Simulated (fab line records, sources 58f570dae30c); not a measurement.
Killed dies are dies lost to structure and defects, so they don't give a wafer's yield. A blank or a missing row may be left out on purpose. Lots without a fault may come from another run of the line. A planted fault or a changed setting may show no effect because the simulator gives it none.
Tool commonality check | flow berkeley_cmos170 | 14 lots, 48 wafers sampled

WHY IT WAS OPENED
At UCB170_M3_CD_MEAS_15 the reading cd_nm is flagged on 2 of 14 lots. Wafers without a fault read 700.2 nm, standard deviation 1.6.
Rule: a lot is flagged when every wafer of it that has a number lies more than 4 standard deviations from that mean, or none has a number. The other lots count as sound.

lot  | measured     | on        | cd_nm (nm), wafer by wafer          | flag
L854 | day 7 09:56  | cd_sem-01 | 700.3 700.4 700.4                   |
L856 | day 7 20:41  | cd_sem-02 | 701.5 700.3 701.4                   |
L862 | day 8 16:33  | cd_sem-02 | 700.5 700.6 700.5                   |
L859 | day 8 16:52  | cd_sem-02 | 715.8 714.6 714.8 715.4 714.6 714.5 | FLAGGED
L860 | day 9 03:25  | cd_sem-01 | 700.0 700.9 700.7                   |
L863 | day 9 03:37  | cd_sem-02 | 716.5 717.9 717.3 716.3 717.7 717.0 | FLAGGED
L867 | day 10 05:07 | cd_sem-01 | 700.0 698.9 697.4                   |
L868 | day 11 10:16 | cd_sem-02 | 697.6 699.5 698.4                   |
L870 | day 11 16:06 | cd_sem-02 | 700.0 700.9 700.2                   |
L872 | day 11 19:20 | cd_sem-01 | 697.2 697.3 697.5                   |
L874 | day 11 22:06 | cd_sem-02 | 701.4 703.0 702.8                   |
L873 | day 11 22:39 | cd_sem-02 | 698.9 700.4 700.1                   |
L876 | day 12 14:22 | cd_sem-02 | 700.4 698.6 699.5                   |
L875 | day 12 15:26 | cd_sem-01 | 696.7 697.4 698.2                   |
The numbers of the flagged lots are 716.0 nm on average: +15.8 nm against the usual, or +10 standard deviations.

WHICH TOOL RAN EACH LOT
The record holds 1 process step before the reading, out of a route of 331 steps. In each cell: the tool, then ch and the chambers that the sampled wafers went through, then the start.
lot  | flag    | UCB170_M3_PEB_13
L854 |         | litho_track-03 ch 0, day 7 09:34
L856 |         | litho_track-04 ch 0, day 7 20:25
L862 |         | litho_track-01 ch 0, day 8 16:16
L859 | FLAGGED | litho_track-04 ch 0, day 8 16:35
L860 |         | litho_track-03 ch 0, day 9 03:10
L863 | FLAGGED | litho_track-04 ch 0, day 9 03:21
L867 |         | litho_track-03 ch 0, day 10 04:50
L868 |         | litho_track-01 ch 0, day 11 09:59
L870 |         | litho_track-01 ch 0, day 11 15:50
L872 |         | litho_track-03 ch 0, day 11 19:03
L874 |         | litho_track-04 ch 0, day 11 21:50
L873 |         | litho_track-01 ch 0, day 11 22:23
L876 |         | litho_track-01 ch 0, day 12 14:05
L875 |         | litho_track-01 ch 0, day 12 15:10
What these steps do:
- UCB170_M3_PEB_13
- UCB170_M3_CD_MEAS_15: target cd 700 nm.

FLAGGED OVER TOTAL, TOOL BY TOOL (the gauges that took the reading come last)
step                 | tool           | lots run | flagged | share of the flagged lots | sound lots run after its first flagged lot
UCB170_M3_PEB_13     | litho_track-01 | 6        | 0       | none                      | -
UCB170_M3_PEB_13     | litho_track-03 | 4        | 0       | none                      | -
UCB170_M3_PEB_13     | litho_track-04 | 4        | 2       | all                       | 1 (L874)
UCB170_M3_CD_MEAS_15 | cd_sem-01      | 5        | 0       | none                      | -
UCB170_M3_CD_MEAS_15 | cd_sem-02      | 9        | 2       | all                       | 5 (L868,L870,L874,L873,L876)

WHAT THE TABLE ALLOWS
2 rows of the table ran every flagged lot: litho_track-04 at UCB170_M3_PEB_13, cd_sem-02 at UCB170_M3_CD_MEAS_15.
- litho_track-04 at UCB170_M3_PEB_13: 2 of its 4 lots flagged. Sound lots ran on it after the first flagged one (L874), which a lasting fault on the whole tool wouldn't allow. Its own readings lie more than 4 standard deviations out on every wafer of the flagged lots: heater_power_total_W.
- cd_sem-02 at UCB170_M3_CD_MEAS_15: 2 of its 9 lots flagged. Sound lots ran on it after the first flagged one (L868, L870, L874, L873, L876), which a lasting fault on the whole tool wouldn't allow.
No row of the table ran every flagged lot and no sound lot after the first.

WHAT THE SIMULATOR HAD PUT IN
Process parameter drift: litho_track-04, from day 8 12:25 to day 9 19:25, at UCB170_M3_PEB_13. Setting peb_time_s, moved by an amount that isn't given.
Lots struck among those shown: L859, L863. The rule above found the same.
